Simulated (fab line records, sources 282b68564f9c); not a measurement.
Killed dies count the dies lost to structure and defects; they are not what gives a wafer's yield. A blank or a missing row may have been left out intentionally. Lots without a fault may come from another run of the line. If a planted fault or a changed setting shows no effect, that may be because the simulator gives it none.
One fault through the eyes of 2 desks || flow rit cmos || every desk sees just its own numbers, and what lay behind them comes last

THE METROLOGY DESK
Means of the sampled wafers that have a number, per lot and without regard to the tool the lot ran on: this is what the gauges read. Marked OUT: a lot whose mean sits more than 4 standard deviations from the usual mean, which makes it out of limits; the brackets give that distance.
Columns: A = GATE_OXIDE_THK at RIT_GATE_THK_MEAS_07, usual 3.03 nm; B = PSD_TW at RIT_PSD_TW_MEAS_10, usual 3416; C = cd nm at RIT_CONTACT_CD_MEAS_90, usual 1000.8 nm
{"lot": "L537", "first seen here": "day 2 14:26", "A": 3.03, "B": 3385, "C": 1000.2}
{"lot": "L539", "first seen here": "day 3 04:47", "A": 3.05, "B": 3396, "C": 1001.5}
{"lot": "L541", "first seen here": "day 3 15:25", "A": 3.02, "B": 3456, "C": 1001.6}
{"lot": "L543", "first seen here": "day 4 03:34", "A": 3.04, "B": 3408, "C": 996.5}
{"lot": "L544", "first seen here": "day 4 07:31", "A": 2.95, "B": 3384, "C": 1001.4}
{"lot": "L545", "first seen here": "day 4 09:17", "A": 3.03, "B": 3397, "C": 997.4}
{"lot": "L546", "first seen here": "day 4 13:28", "A": 3.09, "B": 3406, "C": 1000.1}
{"lot": "L547", "first seen here": "day 4 18:48", "A": 2.93, "B": 3415, "C": 1002.1}
{"lot": "L549", "first seen here": "day 5 01:32", "A": 3.00, "B": 3381, "C": 1001.9}
{"lot": "L550", "first seen here": "day 5 06:46", "A": 3.00, "B": 3469, "C": 1002.8}
{"lot": "L552", "first seen here": "day 5 17:16", "A": "2.54 (-8.3) OUT", "B": 3398, "C": 1001.4}
{"lot": "L553", "first seen here": "day 5 18:52", "A": "2.43 (-10) OUT", "B": 3409, "C": 1003.5}
{"lot": "L559", "first seen here": "day 7 01:30", "A": 3.01, "B": 3414, "C": 1000.1}
{"lot": "L560", "first seen here": "day 7 05:47", "A": 3.06, "B": 3481, "C": 1001.3}
Finding of this desk: L552, L553 out of limits, first seen on L552 at day 5 17:16 (GATE_OXIDE_THK at RIT_GATE_THK_MEAS_07). In limits: L537, L539, L541, L543, L544, L545, L546, L547, L549, L550, L559, L560.

TOOL OWNER'S DESK, furnace-01
The tool's own readings at RIT_GATE_OXIDATION_05 (target thk 3 nm, ox time 270 s): means of the sampled wafers that have a number, for each lot that ran on this tool. Marked OUT: a lot whose mean sits more than 4 standard deviations from the usual mean, which makes it out of limits; the brackets give that distance.
Columns: A = spike tc centre C at RIT_GATE_OXIDATION_05, usual 901.9 C; B = spike tc load C at RIT_GATE_OXIDATION_05, usual 926.6 C; C = spike tc source C at RIT_GATE_OXIDATION_05, usual 923.3 C; D = tube center temp C at RIT_GATE_OXIDATION_05, usual 900 C; E = tube_center_temp_C_max at RIT_GATE_OXIDATION_05, usual 902.3; F = zone power load pct at RIT_GATE_OXIDATION_05, usual 26.5 %
{"lot": "L539", "first seen here": "day 2 22:38", "A": 901.2, "B": 927.9, "C": 924.3, "D": 900, "E": 902.4, "F": 25.0}
{"lot": "L543", "first seen here": "day 3 23:46", "A": 901.4, "B": 928.2, "C": 922.1, "D": 900, "E": 902.4, "F": 24.8}
{"lot": "L549", "first seen here": "day 4 22:54", "A": 900.7, "B": 928.0, "C": 922.4, "D": 900, "E": 902.2, "F": 25.2}
{"lot": "L550", "first seen here": "day 5 04:05", "A": 900.9, "B": 928.1, "C": 922.3, "D": 900, "E": 902.0, "F": 25.0}
{"lot": "L552", "first seen here": "day 5 15:56", "A": "884.1 (-10) OUT", "B": "912.3 (-8.4) OUT", "C": "907.0 (-14) OUT", "D": "884 (-99 or more) OUT", "E": "886.2 (-45) OUT", "F": 24.1}
{"lot": "L553", "first seen here": "day 5 17:32", "A": "885.3 (-9.7) OUT", "B": "912.1 (-8.5) OUT", "C": "906.9 (-14) OUT", "D": "884 (-99 or more) OUT", "E": "886.2 (-45) OUT", "F": 24.0}
Finding of this desk: L552, L553 out of limits; the first was L552 at day 5 15:56, on spike tc centre C at RIT_GATE_OXIDATION_05. In limits: L539, L543, L549, L550.

PUT TOGETHER
On L552, L553, at day 5 15:56, an alarm was possible from the tool owner's desk.
At day 5 17:16 the metrology desk could have sounded an alarm, on L552, L553.
All the named lots went through RIT_GATE_OXIDATION_05 on furnace-01.

WHAT WAS PUT IN BY THE SIMULATOR
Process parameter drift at RIT_GATE_OXIDATION_05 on furnace-01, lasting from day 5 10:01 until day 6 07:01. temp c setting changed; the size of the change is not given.
Struck lots among those shown: L552, L553.
Time in hours from fault onset to the first out-of-limits reading at each desk: tool owner's desk 6, metrology desk 7.
